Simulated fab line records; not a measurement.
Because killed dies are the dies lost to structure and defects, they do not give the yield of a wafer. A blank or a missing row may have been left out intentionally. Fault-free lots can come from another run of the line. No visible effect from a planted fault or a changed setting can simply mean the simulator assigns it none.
Chamber matching + flow berkeley-cmos170 + UCB170_ZERO_ETCH_06 on rie-diel-01: 4 sister chambers
The step etches SiO2 in CHF3/CF4/Ar, time 12 s. 16 wafers are shown with their chamber, then 8 later ones without.

== WAFERS WITH THEIR CHAMBER ==
| wafer  | chamber | throttle-valve-pct (%) | drypump-motor-current-A (A) | oes-product-au (a.u.) |
|--------|---------|------------------------|-----------------------------|-----------------------|
| L462.2 | 2       | 9.23                   | 5.8                         | 0.626                 |
| L462.3 | 0       | 9.25                   | 5.9                         | 0.614                 |
| L462.4 | 3       | 9.00                   | 5.8                         | 0.599                 |
| L463.1 | 3       | 9.02                   | 5.8                         | 0.608                 |
| L463.3 | 1       | 9.26                   | 6.2                         | 0.624                 |
| L463.6 | 1       | 9.26                   | 6.2                         | 0.625                 |
| L465.1 | 1       | 9.27                   | 6.2                         | 0.632                 |
| L465.2 | 3       | 8.98                   | 5.8                         | 0.601                 |
| L465.5 | 3       | 9.01                   | 5.8                         | 0.610                 |
| L467.3 | 0       | 9.27                   | 5.8                         | 0.604                 |
| L467.4 | 1       | 9.26                   | 6.2                         | 0.632                 |
| L467.5 | 2       | 9.23                   | 5.9                         | 0.619                 |
| L468.3 | 0       | 9.26                   | 5.9                         | 0.618                 |
| L468.4 | 2       | 9.22                   | 5.8                         | 0.621                 |
| L468.5 | 3       | 9.00                   | 5.8                         | 0.605                 |
| L470.2 | 0       | 9.28                   | 5.9                         | 0.617                 |

SIGNATURES (averages over the wafers above)
| reading                 | chamber 0 | chamber 1 | chamber 2 | chamber 3 | scatter within a chamber |
|-------------------------|-----------|-----------|-----------|-----------|--------------------------|
| throttle-valve-pct      | 9.2650    | 9.2625    | 9.2267    | 9.0020    | 0.0113                   |
| drypump-motor-current-A | 5.875     | 6.200     | 5.833     | 5.800     | 0.0344                   |
| oes-product-au          | 0.61325   | 0.62825   | 0.62200   | 0.60460   | 0.00492                  |
Rule: distance of a wafer from a chamber = root of the sum over the readings of ((wafer's reading minus chamber's mean) / reading's scatter) squared. If the next closest chamber is less than 2 further off than the closest, the wafer can't be placed; otherwise it belongs to the closest. The scatter: take each reading less its chamber's mean, square it, sum over the shown wafers, divide by the number of wafers less the number of chambers, and take the root.

== WAFERS MISSING THEIR CHAMBER ==
| wafer  | throttle-valve-pct (%) | drypump-motor-current-A (A) | oes-product-au (a.u.) |
|--------|------------------------|-----------------------------|-----------------------|
| L470.4 | 9.23                   | 5.8                         | 0.626                 |
| L470.5 | 9.26                   | 6.2                         | 0.628                 |
| L480.2 | 9.27                   | 6.2                         | 0.639                 |
| L480.4 | 9.27                   | 5.9                         | 0.616                 |
| L480.5 | 9.20                   | 5.9                         | 0.619                 |
| L484.1 | 9.22                   | 5.8                         | 0.621                 |
| L484.2 | 9.27                   | 6.2                         | 0.620                 |
| L484.6 | 9.25                   | 6.2                         | 0.623                 |

== WHICH CHAMBER EACH ONE RAN IN ==
| wafer  | from the rows above | in truth |
|--------|---------------------|----------|
| L470.4 | 2                   | 2        |
| L470.5 | 1                   | 1        |
| L480.2 | 1                   | 1        |
| L480.4 | 0                   | 0        |
| L480.5 | 2                   | 2        |
| L484.1 | 2                   | 2        |
| L484.2 | 1                   | 1        |
| L484.6 | 1                   | 1        |
Correct placement for 8 of the 8. From these rows, 0 cannot be placed. Placed wrongly: 0.
